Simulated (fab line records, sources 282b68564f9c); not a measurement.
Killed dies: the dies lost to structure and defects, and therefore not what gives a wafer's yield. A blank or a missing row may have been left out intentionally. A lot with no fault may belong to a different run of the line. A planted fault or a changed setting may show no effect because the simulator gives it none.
Split-lot trial :: flow rit-cmos :: 5 lots, 23 wafers read, on a route of 202 steps

## THE SPLIT ITSELF
At RIT_ACTIVE_EXPOSE_08 (exposes mask M1, target cd 1400 nm), the setting dose-mj was moved away from the recipe's 225 on 7 of the 23 wafers read, by -4.6% to +5.2%. This setting was run at the recipe's value on the other wafers.

## FROM THE SPLIT TO THE READING: what the file shows between them, 6 steps
- RIT_ACTIVE_PEB_09
- RIT_ACTIVE_DEVELOP_10: develop time 50 s
- RIT_ACTIVE_CD_MEAS_11: target cd 1400 nm
- RIT_ACTIVE_HARDBAKE_12: time 60 s
- RIT_ACTIVE_ETCH_13: etches Si3N4 in SF6, stops on SiO2, time 210 s, target depth 210 nm
- RIT_ACTIVE_STRIP_14: strips in O2, time 180 s

## THE READING
cd-nm (nm) at RIT_ACTIVE_CD_MEAS_90, where the cd target is 1400 nm. Typical for fault-free wafers on this fab line: 1399.3 nm, with standard deviation 2.2 nm.

wafer: L078.2
tool, chamber at the split: iline-stepper-01, 0
dose-mj as run: 225
against the recipe: recipe
cd-nm, nm: 1398.5
against lot-mates on the recipe: -

wafer: L078.3
tool, chamber at the split: iline-stepper-01, 0
dose-mj as run: 225
against the recipe: recipe
cd-nm, nm: 1399.4
against lot-mates on the recipe: -

wafer: L078.4
tool, chamber at the split: iline-stepper-01, 0
dose-mj as run: 232.1
against the recipe: +3.2%
cd-nm, nm: 1391.1
against lot-mates on the recipe: -7.5

wafer: L078.5
tool, chamber at the split: iline-stepper-01, 0
dose-mj as run: 232.1
against the recipe: +3.2%
cd-nm, nm: 1392.2
against lot-mates on the recipe: -6.4

wafer: L078.6
tool, chamber at the split: iline-stepper-01, 0
dose-mj as run: 225
against the recipe: recipe
cd-nm, nm: 1398.0
against lot-mates on the recipe: -

wafer: L079.2
tool, chamber at the split: iline-stepper-01, 0
dose-mj as run: 225
against the recipe: recipe
cd-nm, nm: 1395.9
against lot-mates on the recipe: -

wafer: L079.3
tool, chamber at the split: iline-stepper-01, 0
dose-mj as run: 225
against the recipe: recipe
cd-nm, nm: 1398.7
against lot-mates on the recipe: -

wafer: L079.6
tool, chamber at the split: iline-stepper-01, 0
dose-mj as run: 225
against the recipe: recipe
cd-nm, nm: 1395.9
against lot-mates on the recipe: -

wafer: L080.1
tool, chamber at the split: iline-stepper-02, 0
dose-mj as run: 225
against the recipe: recipe
cd-nm, nm: 1399.3
against lot-mates on the recipe: -

wafer: L080.2
tool, chamber at the split: iline-stepper-02, 0
dose-mj as run: 236.6
against the recipe: +5.2%
cd-nm, nm: 1386.6
against lot-mates on the recipe: -12.8

wafer: L080.4
tool, chamber at the split: iline-stepper-02, 0
dose-mj as run: 236.6
against the recipe: +5.2%
cd-nm, nm: 1384.0
against lot-mates on the recipe: -15.4

wafer: L080.5
tool, chamber at the split: iline-stepper-02, 0
dose-mj as run: 225
against the recipe: recipe
cd-nm, nm: 1399.5
against lot-mates on the recipe: -

wafer: L080.6
tool, chamber at the split: iline-stepper-02, 0
dose-mj as run: 236.6
against the recipe: +5.2%
cd-nm, nm: 1385.6
against lot-mates on the recipe: -13.8

wafer: L083.1
tool, chamber at the split: iline-stepper-02, 0
dose-mj as run: 214.7
against the recipe: -4.6%
cd-nm, nm: 1410.9
against lot-mates on the recipe: +14.9

wafer: L083.2
tool, chamber at the split: iline-stepper-02, 0
dose-mj as run: 225
against the recipe: recipe
cd-nm, nm: 1395.4
against lot-mates on the recipe: -

wafer: L083.3
tool, chamber at the split: iline-stepper-02, 0
dose-mj as run: 214.7
against the recipe: -4.6%
cd-nm, nm: 1409.4
against lot-mates on the recipe: +13.4

wafer: L083.4
tool, chamber at the split: iline-stepper-02, 0
dose-mj as run: 225
against the recipe: recipe
cd-nm, nm: 1395.3
against lot-mates on the recipe: -

wafer: L083.6
tool, chamber at the split: iline-stepper-02, 0
dose-mj as run: 225
against the recipe: recipe
cd-nm, nm: 1397.3
against lot-mates on the recipe: -

wafer: L084.2
tool, chamber at the split: iline-stepper-02, 0
dose-mj as run: 225
against the recipe: recipe
cd-nm, nm: 1396.0
against lot-mates on the recipe: -

wafer: L084.3
tool, chamber at the split: iline-stepper-02, 0
dose-mj as run: 225
against the recipe: recipe
cd-nm, nm: 1397.4
against lot-mates on the recipe: -

wafer: L084.4
tool, chamber at the split: iline-stepper-02, 0
dose-mj as run: 225
against the recipe: recipe
cd-nm, nm: 1395.6
against lot-mates on the recipe: -

wafer: L084.5
tool, chamber at the split: iline-stepper-02, 0
dose-mj as run: 225
against the recipe: recipe
cd-nm, nm: 1395.8
against lot-mates on the recipe: -

wafer: L084.6
tool, chamber at the split: iline-stepper-02, 0
dose-mj as run: 225
against the recipe: recipe
cd-nm, nm: 1393.5
against lot-mates on the recipe: -

THE FIT
A straight line over all 23 wafers: cd-nm changes by -2.4 nm for each +1% of dose-mj; r = -0.96; the points scatter about the line by 1.8 nm.
The same after taking each lot's own level away (the mean of its wafers on the recipe; 23 wafers): -2.79 nm for each +1%; r = -0.99; scatter 1.2 nm.
The reading moves by 14 nm for the largest change in dose-mj, on that fit.
From 1395.66 to 1399.40 nm: that is the span of the lots' own levels, equal to 1.7 times the standard deviation above.
Thus the slope moves with the lot-to-lot level: the two fits are different.
Check: -14.3 nm against its lot-mates is what the line predicts for one of the wafers moved furthest among these (+5.2%) when that wafer is left out of the fit. It came out at -12.8 nm against them.

## FURTHER SPLITS ON THESE WAFERS
Before the reading, these wafers also passed through other splits. Each is held against what the fit with the lots' levels taken away leaves over:
other split on the same wafers: RIT_ACTIVE_OXIDATION_01 temp-c
wafers away from the commonest value: 18
r with cd-nm (lot level and that fit taken away): -0.23

other split on the same wafers: RIT_ACTIVE_CVD_03 temp-c
wafers away from the commonest value: 10
r with cd-nm (lot level and that fit taken away): -0.06

## THE WHOLE CHAIN: every reading that the file lists as answering this split, in the file's order
step: RIT_ACTIVE_CD_MEAS_11
what it does: target cd 1400 nm
reading: cd-nm
change (the file's fit): -2.72 nm for each +1% of the setting
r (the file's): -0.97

step: RIT_ACTIVE_CD_MEAS_90
what it does: target cd 1400 nm
reading: cd-nm
change (the file's fit): -2.77 nm for each +1% of the setting
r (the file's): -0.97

## FILE'S OWN FIT
cd-nm changes by -2.77 nm for each +1% of dose-mj, r = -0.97.
